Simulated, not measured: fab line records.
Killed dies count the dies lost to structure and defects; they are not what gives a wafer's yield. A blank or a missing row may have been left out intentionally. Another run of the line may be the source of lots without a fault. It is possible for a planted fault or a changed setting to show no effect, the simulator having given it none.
fab line records	flow rit_cmos
[record] lots = 5	wafers = 23
route steps=202 shown SPACER@128 NSD@132 SILICIDE@162 CONTACT@168 M1@184
start_h: hours from the record's first day to the start of the lot's first wafer shown	wait_h: hours elapsed since this lot's preceding step	" same as the row above	L1.1+2: a single row standing in for several wafers	- either no value or no given start	* or withheld: withheld	< > ~ a bound
route shown NAME@n: names a module that has steps shown in the file, with the first one's number in the route	usual: mean/standard deviation taken from wafers without a fault	same: alike in all rows	chamber/n: place in a boat	sites: readings site by site	_std_site: the values' standard deviation	_edge_site: inner sites' mean taken away from outer sites' mean	radius_mm: how far each site lies from the wafer's centre	mask NAME#n: copy n	behind: the most recent tool/chamber to have shaped the wafer	hold: what put the lot on hold/how long, in hours/how the hold closed	device: the transistor (n, p or np) that didn't switch	end of line: tests run on the same wafers once the route is complete	for a step that has no rows: nothing shown but its recipe	killed: the dies lost at the first sort to structure and to defects; this is not the yield of the wafer	map: shows each die of a wafer: x if killed, . if not, _ if none is there
set.NAME: the setting that was run; set.NAME@STEP: the one run at that earlier step	model.NAME: the simulator's own value behind a step, which no gauge read
lots with deliberately changed settings; one table per step, one row per wafer
[[steps]]
[step RIT_SPACER_CVD_03]
[recipe] material = Si3N4	target_thk_nm = 250	temp_c = 810	precursor = SiH2Cl2/NH3	time_s = 3300	pressure_mtorr = 300	sih2cl2_flow_sccm = 60	nh3_flow_sccm = 150
lot.wafer	tool	chamber	start_h	wait_h	set.time_s	model.Si3N4_of_SPACER_CVD_03.thk_nm
L074.1	-	-	-	0.0	3300	252.8
L074.2+6	"	-	"	"	3300	250.7
L074.4	"	-	"	"	3300	253.2
L074.5	"	-	"	"	3300	250.9
L076.1	-	-	-	0.0	3603	267.7
L076.2	"	-	"	"	3603	268.9
L076.3	"	-	"	"	3603	269.4
L076.4	"	-	"	"	3603	268.1
L076.6	"	-	"	"	3603	269.9
L079.1	lpcvd-01	1	68.76	0.0	3300	247.7
L079.2	"	1	"	"	3300	246.6
L079.3	"	1	"	"	3300	246.1
L084.1	-	-	-	0.0	2822	214.2
L084.2	"	-	"	"	2822	214.7
L084.3	"	-	"	"	2822	212.8
L084.4	"	-	"	"	2822	212.2
L084.6	"	-	"	"	2822	212.9
L085.2	-	-	-	0.0	3300	252.2
L085.3	"	-	"	"	3300	251.1
L085.4	"	-	"	"	3300	253
L085.5	"	-	"	"	3300	251.8
L085.6	"	-	"	"	3300	250.5
[step RIT_SPACER_THK_MEAS_04]
[recipe] reads = Si3N4_of_SPACER_CVD_03
[usual] SPACER_NITRIDE_THK = 249.8/2.5
lot.wafer	tool	chamber	start_h	wait_h	set.time_s@SPACER_CVD_03	SPACER_NITRIDE_THK[nm]
L074.1	film_metro-03	-	-	-	3300	252.7
L074.2	"	-	"	"	3300	250.6
L074.4	"	-	"	"	3300	253.3
L074.5	"	-	"	"	3300	251.1
L074.6	"	-	"	"	3300	250.8
L076.1	film_metro-03	-	-	-	3603	267.8
L076.2	"	-	"	"	3603	269.2
L076.3	"	-	"	"	3603	269.2
L076.4	"	-	"	"	3603	268.0
L076.6	"	-	"	"	3603	269.7
L079.1	film_metro-03	-	70.68	0.0	3300	247.9
L079.2	"	-	"	"	3300	246.5
L079.3	"	-	"	"	3300	246.1
L084.1	film_metro-04	-	-	-	2822	214.1
L084.2	"	-	"	"	2822	214.6
L084.3	"	-	"	"	2822	212.8
L084.4	"	-	"	"	2822	212.3
L084.6	"	-	"	"	2822	213.0
L085.2	film_metro-01	-	-	-	3300	252.4
L085.3	"	-	"	"	3300	251.1
L085.4	"	-	"	"	3300	252.9
L085.5	"	-	"	"	3300	251.5
L085.6	"	-	"	"	3300	250.8
[step RIT_SPACER_ETCHBACK_05]
[recipe] target_depth_a = 2500	SF6_flow_sccm = 30	CHF3_flow_sccm = 30	target = Si3N4	chemistry = SF6/CHF3	pressure_mtorr = 40	rf_w = 250	time_s = 240	stop_on = SiO2
[usual] oes_product_au = 0.852/0.013
lot.wafer	tool	chamber	start_h	wait_h	set.time_s@SPACER_CVD_03	oes_product_au	model.etch.depth_nm	model.Si3N4_of_SPACER_CVD_03.thk_nm
L074.1	rie_diel-02	0	49.45	0.1	3300	0.867	252.8	194.9
L074.2	"	2	"	"	3300	0.845	250.7	197.2
L074.4	"	3	"	"	3300	0.869	-	197.6
L074.5	"	3	"	"	3300	0.867	250.9	196.2
L074.6	"	0	"	"	3300	0.873	-	193.8
L076.1	rie_diel-01	3	56.70	0.1	3603	0.891	267.7	208.1
L076.2	"	1	"	"	3603	0.921	268.9	210.1
L076.3	"	0	"	"	3603	0.900	269.4	212.1
L076.4	"	2	"	"	3603	0.878	268.1	211.6
L076.6	"	3	"	"	3603	0.889	269.9	210.2
L079.1	rie_diel-02	1	70.74	0.1	3300	0.840	247.7	195.2
L079.2	"	3	"	"	3300	0.848	246.6	193.8
L079.3	"	0	"	"	3300	0.850	246.1	190.5
L084.1	rie_diel-02	1	96.04	0.1	2822	0.769	214.2	168.8
L084.2	"	3	"	"	2822	0.767	214.7	167.8
L084.3	"	0	"	"	2822	0.762	212.8	164.8
L084.4	"	2	"	"	2822	0.748	212.2	167.5
L084.6	"	2	"	"	2822	0.750	212.9	168.2
L085.2	rie_diel-01	2	100.21	0.0	3300	0.848	252.2	199.2
L085.3	"	0	"	"	3300	0.856	251.1	197.1
L085.4	"	3	"	"	3300	0.853	253	196.1
L085.5	"	3	"	"	3300	0.853	-	195.3
L085.6	"	2	"	"	3300	0.848	-	197.7
[step RIT_NSD_COAT_01]
[recipe] resist = NOVOLAK	spin_rpm = 3250	resist_thk_nm = 1000
lot.wafer	tool	chamber	start_h	wait_h	set.spin_rpm	model.NOVOLAK_of_NSD_COAT_01.thk_nm
L074.1	litho_track-04	0	49.75	0.1	3250	1007
L074.2	"	0	"	"	3250	1005
L074.4	"	0	"	"	3250	1001
L074.5	"	0	"	"	3250	1003
L074.6	"	0	"	"	3250	1004
L076.1	litho_track-02	0	57.00	0.1	3250	997.3
L076.2	"	0	"	"	3250	999.8
L076.3	"	0	"	"	3484	964.3
L076.4	"	0	"	"	3484	962.6
L076.6	"	0	"	"	3250	998.8
L079.1	litho_track-02	0	71.04	0.1	3250	1000
L079.2	"	0	"	"	3250	999
L079.3	"	0	"	"	3250	997
L084.1	litho_track-03	0	96.34	0.1	3435	973.5
L084.2	"	0	"	"	3435	972.3
L084.3	"	0	"	"	3250	998.4
L084.4	"	0	"	"	3250	996.6
L084.6	"	0	"	"	3435	972
L085.2	litho_track-03	0	100.54	0.1	3383	984
L085.3	"	0	"	"	3250	1003
L085.4	"	0	"	"	3383	982.6
L085.5	"	0	"	"	3250	1005
L085.6	"	0	"	"	3250	1004
[step RIT_NSD_SOFTBAKE_02]
[recipe] resist = NOVOLAK	temp_c = 90	time_s = 60
[step RIT_NSD_EXPOSE_03]
[recipe] mask_id = M9	na = 0.57	target_cd_nm = 40700	dose_mj = 250
[step RIT_NSD_DEVELOP_05]
[recipe] resist = NOVOLAK	develop_time_s = 50	dev_temp_c = 23
[step RIT_NSD_HARDBAKE_07]
[recipe] resist = NOVOLAK	temp_c = 140	time_s = 60
lot.wafer	tool	chamber	start_h	wait_h	set.spin_rpm@NSD_COAT_01	model.NOVOLAK_of_NSD_COAT_01.thk_nm
L074.1	litho_track-04	0	50.61	0.0	3250	889.9
L074.2	"	0	"	"	3250	888.2
L074.4	"	0	"	"	3250	885
L074.5	"	0	"	"	3250	886.3
L074.6	"	0	"	"	3250	887.7
L076.1	litho_track-02	0	57.74	0.0	3250	881.4
L076.2	"	0	"	"	3250	883.5
L076.3	"	0	"	"	3484	852.6
L076.4	"	0	"	"	3484	851.1
L076.6	"	0	"	"	3250	882.8
L079.1	litho_track-02	0	72.01	0.1	3250	883.8
L079.2	"	0	"	"	3250	882.9
L079.3	"	0	"	"	3250	881.1
L084.1	litho_track-03	0	97.14	0.0	3435	860.6
L084.2	"	0	"	"	3435	859.5
L084.3	"	0	"	"	3250	882.3
L084.4	"	0	"	"	3250	880.8
L084.6	"	0	"	"	3435	859.3
L085.2	litho_track-04	0	101.27	0.0	3383	869.7
L085.3	"	0	"	"	3250	886.8
L085.4	"	0	"	"	3383	868.6
L085.5	"	0	"	"	3250	888.2
L085.6	"	0	"	"	3250	887.4
[step RIT_SILICIDE_SPUTTER_01]
[recipe] material = Ti	target_thk_nm = 30	power_w = 350	chamber_pressure_pa = 0.667	gas = Ar	time_s = 240	substrate_temp_c = 25
lot.wafer	tool	chamber	start_h	wait_h	set.time_s	model.Ti_of_SILICIDE_SPUTTER_01.thk_nm
L074.1	pvd_sputter-03	-	53.63	0.0	240	30.16
L074.2	"	-	"	"	240	29.71
L074.4	"	-	"	"	205.5	26.13
L074.5	"	-	"	"	205.5	26.15
L074.6	"	-	"	"	240	30.51
L076.1	pvd_sputter-04	-	60.61	0.0	240	29.23
L076.2	"	-	"	"	251.4	31.19
L076.3	"	-	"	"	251.4	31.4
L076.4	"	-	"	"	240	29.65
L076.6	"	-	"	"	240	29.85
L079.1	pvd_sputter-03	-	75.03	0.0	240	29.3
L079.2	"	-	"	"	240	29.65
L079.3	"	-	"	"	240	29.83
L084.1	pvd_sputter-03	-	100.13	0.0	275.7	34.11
L084.2	"	-	"	"	240	30.08
L084.3	"	-	"	"	275.7	34.41
L084.4	"	-	"	"	240	29.81
L084.6	"	-	"	"	275.7	34.42
L085.2	pvd_sputter-04	-	104.14	0.0	240	30.56
L085.3	"	-	"	"	240	29.9
L085.4	"	-	"	"	224.7	27.87
L085.5	"	-	"	"	224.7	27.83
L085.6	"	-	"	"	224.7	28.22
[step RIT_SILICIDE_RS_MEAS_02]
[recipe] thk_meas_gauge = four-point-probe	reads = Ti_of_SILICIDE_SPUTTER_01
[usual] SILICIDE_TI_RS = 48.2/0.78
lot.wafer	tool	chamber	start_h	wait_h	set.time_s@SILICIDE_SPUTTER_01	SILICIDE_TI_RS[ohm/sq]
L074.1	film_metro-04	-	53.78	0.1	240	47.5
L074.2	"	-	"	"	240	48.5
L074.4	"	-	"	"	205.5	57.1
L074.5	"	-	"	"	205.5	57.0
L074.6	"	-	"	"	240	46.8
L076.1	film_metro-01	-	60.76	0.1	240	49.5
L076.2	"	-	"	"	251.4	45.7
L076.3	"	-	"	"	251.4	45.2
L076.4	"	-	"	"	240	48.7
L076.6	"	-	"	"	240	48.2
L079.1	film_metro-04	-	75.18	0.1	240	49.3
L079.2	"	-	"	"	240	48.7
L079.3	"	-	"	"	240	48.3
L084.1	film_metro-01	-	100.28	0.1	275.7	40.8
L084.2	"	-	"	"	240	47.8
L084.3	"	-	"	"	275.7	40.4
L084.4	"	-	"	"	240	48.3
L084.6	"	-	"	"	275.7	40.4
L085.2	film_metro-04	-	104.31	0.1	240	46.9
L085.3	"	-	"	"	240	48.1
L085.4	"	-	"	"	224.7	52.6
L085.5	"	-	"	"	224.7	52.7
L085.6	"	-	"	"	224.7	51.7
[step RIT_SILICIDE_THK_MEAS_03]
[recipe] thk_meas_gauge = xrf	reads = Ti_of_SILICIDE_SPUTTER_01
[usual] SILICIDE_TI_THK = 29.7/0.4
lot.wafer	tool	chamber	start_h	wait_h	set.time_s@SILICIDE_SPUTTER_01	SILICIDE_TI_THK[nm]
L074.1	film_metro-04	-	53.90	0.1	240	30.0
L074.2	"	-	"	"	240	29.4
L074.4	"	-	"	"	205.5	25.9
L074.5	"	-	"	"	205.5	25.9
L074.6	"	-	"	"	240	30.3
L076.1	film_metro-01	-	60.88	0.1	240	29.2
L076.2	"	-	"	"	251.4	31.2
L076.3	"	-	"	"	251.4	31.1
L076.4	"	-	"	"	240	29.8
L076.6	"	-	"	"	240	29.8
L079.1	film_metro-04	-	75.30	0.1	240	29.0
L079.2	"	-	"	"	240	29.3
L079.3	"	-	"	"	240	29.5
L084.1	film_metro-01	-	100.40	0.1	275.7	34.2
L084.2	"	-	"	"	240	29.9
L084.3	"	-	"	"	275.7	34.3
L084.4	"	-	"	"	240	29.8
L084.6	"	-	"	"	275.7	34.3
L085.2	film_metro-04	-	104.42	0.1	240	30.3
L085.3	"	-	"	"	240	29.5
L085.4	"	-	"	"	224.7	27.6
L085.5	"	-	"	"	224.7	27.5
L085.6	"	-	"	"	224.7	28.1
[step RIT_CONTACT_CVD_00]
[recipe] material = SiO2	target_thk_nm = 400	precursor = TEOS	temp_c = 390	time_s = 61	rf_w = 400
lot.wafer	tool	chamber	start_h	wait_h	set.time_s	model.SiO2_of_CONTACT_CVD_00.thk_nm
L074.1	pecvd-04	1	54.13	0.1	61	397.7
L074.2	"	0	"	"	61	396.3
L074.4+6	"	1,0	"	"	61	-
L074.5	"	2	"	"	61	393.6
L076.1	pecvd-03	1	61.12	0.1	66.49	437.8
L076.2	"	0	"	"	66.49	421.4
L076.3	"	1	"	"	61	403.8
L076.4	"	0	"	"	66.49	433.2
L076.6	"	0	"	"	61	390.8
L079.1	pecvd-03	0	75.53	0.1	61	393.1
L079.2	"	2	"	"	61	400.4
L079.3	"	1	"	"	61	405
L084.1	pecvd-01	2	100.64	0.1	58.35	374.8
L084.2	"	1	"	"	58.35	380.8
L084.3	"	0	"	"	61	386.4
L084.4	"	1	"	"	58.35	386.9
L084.6	"	2	"	"	61	404.9
L085.2	pecvd-03	0	104.65	0.0	61	397.2
L085.3	"	2	"	"	57.48	384.5
L085.4	"	0	"	"	57.48	383.7
L085.5	"	2	"	"	61	-
L085.6	"	1	"	"	57.48	-
[step RIT_CONTACT_THK_MEAS_01]
[recipe] reads = SiO2_of_CONTACT_CVD_00
[usual] CONTACT_TEOS_THK = 398/7.2
lot.wafer	tool	chamber	start_h	wait_h	set.time_s@CONTACT_CVD_00	CONTACT_TEOS_THK[nm]
L074.1	film_metro-03	-	54.19	0.0	61	398
L074.2	"	-	"	"	61	396
L074.4	"	-	"	"	61	405
L074.5	"	-	"	"	61	394
L074.6	"	-	"	"	61	400
L076.1	film_metro-03	-	61.20	0.1	66.49	438
L076.2	"	-	"	"	66.49	421
L076.3	"	-	"	"	61	404
L076.4	"	-	"	"	66.49	433
L076.6	"	-	"	"	61	391
L079.1	film_metro-02	-	75.58	0.0	61	393
L079.2	"	-	"	"	61	401
L079.3	"	-	"	"	61	405
L084.1	film_metro-02	-	100.69	0.0	58.35	375
L084.2	"	-	"	"	58.35	380
L084.3	"	-	"	"	61	386
L084.4	"	-	"	"	58.35	387
L084.6	"	-	"	"	61	405
L085.2	film_metro-03	-	104.71	0.0	61	397
L085.3	"	-	"	"	57.48	384
L085.4	"	-	"	"	57.48	384
L085.5	"	-	"	"	61	416
L085.6	"	-	"	"	57.48	387
[step RIT_CONTACT_DEVELOP_07]
[recipe] resist = NOVOLAK	develop_time_s = 120	dev_temp_c = 23
lot.wafer	tool	chamber	start_h	wait_h	set.develop_time_s
L074.1+5	litho_track-03	0	-	-	120
L074.2+4+6	"	0	"	"	129.1
L076.1+6	litho_track-04	0	-	-	110.9
L076.2+3+4	"	0	"	"	120
L079.1+2+3	litho_track-01	0	-	-	120
L084.1+2+3+4+6	litho_track-04	0	-	-	120
L085.2+4+5	litho_track-03	0	-	-	120
L085.3+6	"	0	"	"	137.8
[step RIT_CONTACT_CD_MEAS_08]
[recipe] target_cd_nm = 1000
[usual] cd_nm = 999.3/2
lot.wafer	tool	chamber	start_h	wait_h	set.develop_time_s@CONTACT_DEVELOP_07	cd_nm
L074.1	cd_sem-02	-	55.25	-	120	1001.5
L074.2	"	-	"	"	129.1	1007.3
L074.4	"	-	"	"	129.1	1005.9
L074.5	"	-	"	"	120	1001.9
L074.6	"	-	"	"	129.1	1006.2
L076.1	cd_sem-02	-	62.55	-	110.9	991.0
L076.2	"	-	"	"	120	997.0
L076.3	"	-	"	"	120	995.1
L076.4	"	-	"	"	120	996.1
L076.6	"	-	"	"	110.9	989.4
L079.1	cd_sem-02	-	76.61	-	120	996.1
L079.2	"	-	"	"	120	997.2
L079.3	"	-	"	"	120	998.4
L084.1	cd_sem-02	-	101.80	-	120	997.5
L084.2	"	-	"	"	120	1000.5
L084.3	"	-	"	"	120	1000.5
L084.4	"	-	"	"	120	997.0
L084.6	"	-	"	"	120	997.9
L085.2	cd_sem-02	-	105.87	-	120	1000.1
L085.3	"	-	"	"	137.8	1011.9
L085.4	"	-	"	"	120	1000.4
L085.5	"	-	"	"	120	1001.7
L085.6	"	-	"	"	137.8	1012.3
[step RIT_CONTACT_HARDBAKE_10]
[recipe] resist = NOVOLAK	temp_c = 140	time_s = 60
[step RIT_CONTACT_ETCH_11]
[recipe] target_depth_a = 4800	over_etch_frac = 0.2	stop_on = TiSi2	chemistry = CHF3/CF4/Ar	target = SiO2	CHF3_flow_sccm = 50	cf4_flow_sccm = 10	Ar_flow_sccm = 100	O2_flow_sccm = 5	pressure_mtorr = 100	rf_w = 200	time_s = 320
lot.wafer	tool	chamber	start_h	wait_h	set.time_s@CONTACT_CVD_00	set.develop_time_s@CONTACT_DEVELOP_07	model.CONTACT.cd_nm	model.CONTACT.feature_depth_nm	model.etch.depth_nm
L074.1	rie_diel-02	1	55.61	0.1	61	120	1001	397.7	397.7
L074.2	"	0	"	"	61	129.1	1008	396.3	396.3
L074.4	"	2	"	"	61	129.1	1005	404.6	-
L074.5	"	3	"	"	61	120	1002	393.6	393.6
L074.6	"	0	"	"	61	129.1	1006	399.8	-
L076.1	rie_diel-02	2	62.96	0.1	66.49	110.9	990.4	437.8	437.8
L076.2	"	0	"	"	66.49	120	997.2	421.4	421.4
L076.3	"	3	"	"	61	120	994.9	403.8	403.8
L076.4	"	1	"	"	66.49	120	996.1	433.2	433.2
L076.6	"	0	"	"	61	110.9	989.2	390.8	390.8
L079.1	rie_diel-03	1	76.91	0.1	61	120	995.8	393.1	393.1
L079.2	"	0	"	"	61	120	997.2	400.4	400.4
L079.3	"	3	"	"	61	120	999.2	405	405
L084.1	rie_diel-02	1	102.10	0.1	58.35	120	997.5	374.8	374.8
L084.2	"	3	"	"	58.35	120	1001	380.8	380.8
L084.3	"	2	"	"	61	120	1000	386.4	386.4
L084.4	"	0	"	"	58.35	120	997.7	386.9	386.9
L084.6	"	1	"	"	61	120	997.9	404.9	404.9
L085.2	rie_diel-03	1	106.16	0.1	61	120	999.1	397.2	397.2
L085.3	"	3	"	"	57.48	137.8	1012	384.5	384.5
L085.4	"	2	"	"	57.48	120	999.8	383.7	383.7
L085.5	"	3	"	"	61	120	1002	415.1	-
L085.6	"	0	"	"	57.48	137.8	1012	386.8	-
[step RIT_CONTACT_STRIP_12]
[recipe] chemistry = O2	time_s = 180	resist = NOVOLAK	platen_temp_c = withheld	power_w = 500	pressure_mtorr = 4000	o2_flow_sccm = 4000
[step RIT_CONTACT_CD_MEAS_90]
[recipe] target_cd_nm = 1000
[usual] cd_nm = 999.2/2.1
lot.wafer	tool	chamber	start_h	wait_h	set.develop_time_s@CONTACT_DEVELOP_07	cd_nm
L074.1	cd_sem-01	-	55.98	0.1	120	1001.1
L074.2	"	-	"	"	129.1	1007.8
L074.4	"	-	"	"	129.1	1005.0
L074.5	"	-	"	"	120	1001.8
L074.6	"	-	"	"	129.1	1005.8
L076.1	cd_sem-01	-	63.33	0.1	110.9	990.4
L076.2	"	-	"	"	120	997.3
L076.3	"	-	"	"	120	995.0
L076.4	"	-	"	"	120	996.1
L076.6	"	-	"	"	110.9	988.6
L079.1	cd_sem-01	-	77.28	0.1	120	995.9
L079.2	"	-	"	"	120	997.5
L079.3	"	-	"	"	120	999.1
L084.1	cd_sem-01	-	102.47	0.1	120	997.7
L084.2	"	-	"	"	120	1001.0
L084.3	"	-	"	"	120	1000.5
L084.4	"	-	"	"	120	997.7
L084.6	"	-	"	"	120	998.2
L085.2	cd_sem-02	-	106.55	0.1	120	999.1
L085.3	"	-	"	"	137.8	1012.5
L085.4	"	-	"	"	120	999.7
L085.5	"	-	"	"	120	1002.3
L085.6	"	-	"	"	137.8	1011.8
[step RIT_M1_SPUTTER_00]
[recipe] material = Al	target_thk_nm = 400	power_w = 2000	chamber_pressure_pa = 0.4	gas = Ar	time_s = 500	substrate_temp_c = 25
lot.wafer	tool	chamber	start_h	wait_h	set.power_w	model.Al_of_M1_SPUTTER_00.thk_nm
L074.1	pvd_sputter-04	-	56.45	0.0	2000	397.1
L074.2	"	-	"	"	2000	404.2
L074.4	"	-	"	"	1794	357.4
L074.5	"	-	"	"	2000	398.6
L074.6	"	-	"	"	1794	358.2
L076.1	pvd_sputter-02	-	63.80	0.0	2000	411
L076.2	"	-	"	"	2000	405.3
L076.3	"	-	"	"	2000	402.5
L076.4	"	-	"	"	2000	413.6
L076.6	"	-	"	"	2000	414.3
L079.1	pvd_sputter-01	-	77.77	0.0	2000	394.9
L079.2	"	-	"	"	2000	408.8
L079.3	"	-	"	"	2000	391.1
L084.1	pvd_sputter-01	-	102.94	0.0	2000	396.8
L084.2	"	-	"	"	2000	407.9
L084.3	"	-	"	"	2000	400.6
L084.4	"	-	"	"	2000	393.2
L084.6	"	-	"	"	2000	402.4
L085.2	pvd_sputter-02	-	107.00	0.0	2000	400.9
L085.3	"	-	"	"	2000	404.6
L085.4	"	-	"	"	2000	396.2
L085.5	"	-	"	"	1767	358.3
L085.6	"	-	"	"	1767	355.6
[step RIT_M1_RS_MEAS_01]
[recipe] thk_meas_gauge = four-point-probe	reads = Al_of_M1_SPUTTER_00
[usual] M1_AL_RS = 0.0730/0.0011
lot.wafer	tool	chamber	start_h	wait_h	set.power_w@M1_SPUTTER_00	M1_AL_RS[ohm/sq]
L074.1	film_metro-04	-	56.75	0.1	2000	0.0742
L074.2	"	-	"	"	2000	0.0727
L074.4	"	-	"	"	1794	0.0822
L074.5	"	-	"	"	2000	0.0737
L074.6	"	-	"	"	1794	0.0823
L076.1	film_metro-03	-	64.09	0.1	2000	0.0711
L076.2	"	-	"	"	2000	0.0724
L076.3	"	-	"	"	2000	0.0730
L076.4	"	-	"	"	2000	0.0708
L076.6	"	-	"	"	2000	0.0709
L079.1	film_metro-02	-	78.06	0.1	2000	0.0743
L079.2	"	-	"	"	2000	0.0718
L079.3	"	-	"	"	2000	0.0752
L084.1	film_metro-04	-	103.24	0.1	2000	0.0739
L084.2	"	-	"	"	2000	0.0721
L084.3	"	-	"	"	2000	0.0733
L084.4	"	-	"	"	2000	0.0746
L084.6	"	-	"	"	2000	0.0731
L085.2	film_metro-04	-	107.31	0.2	2000	0.0733
L085.3	"	-	"	"	2000	0.0726
L085.4	"	-	"	"	2000	0.0742
L085.5	"	-	"	"	1767	0.0822
L085.6	"	-	"	"	1767	0.0826
[step RIT_M1_THK_MEAS_02]
[recipe] thk_meas_gauge = xrf	reads = Al_of_M1_SPUTTER_00
[usual] M1_AL_THK = 400/5.3
lot.wafer	tool	chamber	start_h	wait_h	set.power_w@M1_SPUTTER_00	M1_AL_THK[nm]
L074.1	film_metro-04	-	56.87	0.1	2000	397
L074.2	"	-	"	"	2000	402
L074.4	"	-	"	"	1794	357
L074.5	"	-	"	"	2000	397
L074.6	"	-	"	"	1794	356
L076.1	film_metro-03	-	64.21	0.1	2000	406
L076.2	"	-	"	"	2000	401
L076.3	"	-	"	"	2000	400
L076.4	"	-	"	"	2000	409
L076.6	"	-	"	"	2000	411
L079.1	film_metro-02	-	78.18	0.1	2000	395
L079.2	"	-	"	"	2000	408
L079.3	"	-	"	"	2000	388
L084.1	film_metro-04	-	103.36	0.1	2000	394
L084.2	"	-	"	"	2000	407
L084.3	"	-	"	"	2000	400
L084.4	"	-	"	"	2000	392
L084.6	"	-	"	"	2000	400
L085.2	film_metro-04	-	107.42	0.1	2000	401
L085.3	"	-	"	"	2000	405
L085.4	"	-	"	"	2000	398
L085.5	"	-	"	"	1767	357
L085.6	"	-	"	"	1767	356
[[key]]
[split] step = RIT_SPACER_CVD_03	setting = time_s	stated = 3300	by = lot
[response] step = RIT_SPACER_CVD_03	reading = model.Si3N4_of_SPACER_CVD_03.thk_nm	change = +2.37	per = 1%	r = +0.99
[response] step = RIT_SPACER_THK_MEAS_04	reading = SPACER_NITRIDE_THK	change = +2.38	per = 1%	r = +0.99
[response] step = RIT_SPACER_ETCHBACK_05	reading = oes_product_au	change = +0.00592	per = 1%	r = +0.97
[response] step = RIT_SPACER_ETCHBACK_05	reading = model.etch.depth_nm	change = +2.37	per = 1%	r = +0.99
[response] step = RIT_SPACER_ETCHBACK_05	reading = model.Si3N4_of_SPACER_CVD_03.thk_nm	change = +1.84	per = 1%	r = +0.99
[split] step = RIT_NSD_COAT_01	setting = spin_rpm	stated = 3250	by = wafer
[response] step = RIT_NSD_COAT_01	reading = model.NOVOLAK_of_NSD_COAT_01.thk_nm	change = -4.76	per = 1%	r = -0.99
[response] step = RIT_NSD_HARDBAKE_07	reading = model.NOVOLAK_of_NSD_COAT_01.thk_nm	change = -4.16	per = 1%	r = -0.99
[split] step = RIT_SILICIDE_SPUTTER_01	setting = time_s	stated = 240	by = wafer
[response] step = RIT_SILICIDE_SPUTTER_01	reading = model.Ti_of_SILICIDE_SPUTTER_01.thk_nm	change = +0.295	per = 1%	r = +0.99
[response] step = RIT_SILICIDE_RS_MEAS_02	reading = SILICIDE_TI_RS	change = -0.598	per = 1%	r = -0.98
[response] step = RIT_SILICIDE_THK_MEAS_03	reading = SILICIDE_TI_THK	change = +0.293	per = 1%	r = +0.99
[split] step = RIT_CONTACT_CVD_00	setting = time_s	stated = 61	by = wafer
[response] step = RIT_CONTACT_CVD_00	reading = model.SiO2_of_CONTACT_CVD_00.thk_nm	change = +3.45	per = 1%	r = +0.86
[response] step = RIT_CONTACT_THK_MEAS_01	reading = CONTACT_TEOS_THK	change = +3.67	per = 1%	r = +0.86
[response] step = RIT_CONTACT_ETCH_11	reading = model.CONTACT.feature_depth_nm	change = +3.67	per = 1%	r = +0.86
[response] step = RIT_CONTACT_ETCH_11	reading = model.etch.depth_nm	change = +3.45	per = 1%	r = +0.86
[split] step = RIT_CONTACT_DEVELOP_07	setting = develop_time_s	stated = 120	by = wafer
[response] step = RIT_CONTACT_CD_MEAS_08	reading = cd_nm	change = +0.743	per = 1%	r = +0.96
[response] step = RIT_CONTACT_ETCH_11	reading = model.CONTACT.cd_nm	change = +0.773	per = 1%	r = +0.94
[response] step = RIT_CONTACT_CD_MEAS_90	reading = cd_nm	change = +0.779	per = 1%	r = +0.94
[split] step = RIT_M1_SPUTTER_00	setting = power_w	stated = 2000	by = wafer
[response] step = RIT_M1_SPUTTER_00	reading = model.Al_of_M1_SPUTTER_00.thk_nm	change = +3.89	per = 1%	r = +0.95
[response] step = RIT_M1_RS_MEAS_01	reading = M1_AL_RS	change = -0.000808	per = 1%	r = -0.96
[response] step = RIT_M1_THK_MEAS_02	reading = M1_AL_THK	change = +3.95	per = 1%	r = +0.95
